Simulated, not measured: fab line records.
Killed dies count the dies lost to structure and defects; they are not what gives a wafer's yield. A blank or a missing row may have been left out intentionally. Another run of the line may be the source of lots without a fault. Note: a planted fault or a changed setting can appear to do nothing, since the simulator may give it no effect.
Split-lot experiment | flow berkeleyCmos170 | 23 wafers read across 5 lots, on a route 331 steps long

## THE SPLIT ITSELF
At UCB170_ACTIVE_COAT_08 (resist thk 900 nm), the setting spinRpm was moved away from the recipe's 1500 rpm on 11 of the 23 wafers read, by -6.3% to +6.3%. For the rest of the wafers, this setting stayed at what the recipe calls for.

The split's own step is where the reading is taken.

## THE READING
KrF_of_ACTIVE_COAT_08.thkNm (the simulator's own value, which no gauge read), in nm, at UCB170_ACTIVE_COAT_08 (resist thk 900 nm). There is no usual value for it anywhere in the file. The 12 wafers here that ran the recipe average 901.2 nm, standard deviation 1.4 nm.

wafer  | tool, chamber at the split | spinRpm as run, rpm | against the recipe | KrF_of_ACTIVE_COAT_08.thkNm, nm | against lot-mates on the recipe
L074.1 | lithoTrack-04, 0           | 1500                | recipe             | 902.4                           | -
L074.5 | lithoTrack-04, 0           | 1500                | recipe             | 901.2                           | -
L074.6 | lithoTrack-04, 0           | 1500                | recipe             | 901                             | -
L076.1 | lithoTrack-04, 0           | 1548                | +3.2%              | 888.2                           | -12.8
L076.3 | lithoTrack-04, 0           | 1548                | +3.2%              | 888.6                           | -12.4
L076.4 | lithoTrack-04, 0           | 1548                | +3.2%              | 887.4                           | -13.6
L076.5 | lithoTrack-04, 0           | 1500                | recipe             | 901.4                           | -
L076.6 | lithoTrack-04, 0           | 1500                | recipe             | 900.7                           | -
L083.1 | lithoTrack-02, 0           | 1594                | +6.3%              | 874.1                           | -28.9
L083.3 | lithoTrack-02, 0           | 1594                | +6.3%              | 876                             | -27.0
L083.4 | lithoTrack-02, 0           | 1594                | +6.3%              | 876.1                           | -26.9
L083.5 | lithoTrack-02, 0           | 1500                | recipe             | 902.7                           | -
L083.6 | lithoTrack-02, 0           | 1500                | recipe             | 903.2                           | -
L085.1 | lithoTrack-04, 0           | 1405                | -6.3%              | 931.8                           | +30.4
L085.2 | lithoTrack-04, 0           | 1500                | recipe             | 901.1                           | -
L085.4 | lithoTrack-04, 0           | 1500                | recipe             | 902.4                           | -
L085.5 | lithoTrack-04, 0           | 1500                | recipe             | 900.8                           | -
L085.6 | lithoTrack-04, 0           | 1405                | -6.3%              | 930.7                           | +29.3
L084.1 | lithoTrack-04, 0           | 1544                | +2.9%              | 885.3                           | -13.7
L084.2 | lithoTrack-04, 0           | 1544                | +2.9%              | 886.3                           | -12.7
L084.4 | lithoTrack-04, 0           | 1500                | recipe             | 897.7                           | -
L084.5 | lithoTrack-04, 0           | 1500                | recipe             | 900.3                           | -
L084.6 | lithoTrack-04, 0           | 1544                | +2.9%              | 884.4                           | -14.6

FIT RESULTS
A straight line over all 23 wafers: KrF_of_ACTIVE_COAT_08.thkNm changes by -4.47 nm for each +1% of spinRpm; r = -0.99; the points scatter about the line by 1.9 nm.
The same after taking each lot's own level away (the mean of its wafers on the recipe; 23 wafers): -4.51 nm for each +1%; r = -1.00; scatter 1 nm.
According to that fit, moving spinRpm by its largest amount changes the reading by 29 nm.
The span of the lots' own levels, 899.00 to 902.95 nm, comes to 2.9 times the standard deviation stated above.
Consequently the slope shifts little with the lot-to-lot level, the two slopes agreeing.
Check: with one of the wafers moved furthest among these (-6.3%) left out of the fit, the line predicts +28.3 nm for it against its lot-mates. It came out at +30.4 nm against them.

## OTHER SPLITS APPLIED TO THESE WAFERS
Note: prior to the reading, these wafers also went through further splits. Each is held against what the fit with the lots' levels taken away leaves over:
other split on the same wafers    | wafers away from the commonest value | r with KrF_of_ACTIVE_COAT_08.thkNm (lot level and that fit taken away)
UCB170_ZERO_COAT_01 spinRpm       | 9                                    | -0.06
UCB170_NWELL_CVD_04 pressureMtorr | 18                                   | -0.03
UCB170_NWELL_COAT_07 resistThkNm  | 3                                    | -0.03
UCB170_PWELL_CVD_05 tempC         | 13                                   | -0.38
UCB170_PWELL_IMPLANT_15 energyKev | 4                                    | -0.17

## THE FILE'S OWN FIT
KrF_of_ACTIVE_COAT_08.thkNm changes by -4.51 nm for each +1% of spinRpm, r = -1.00.
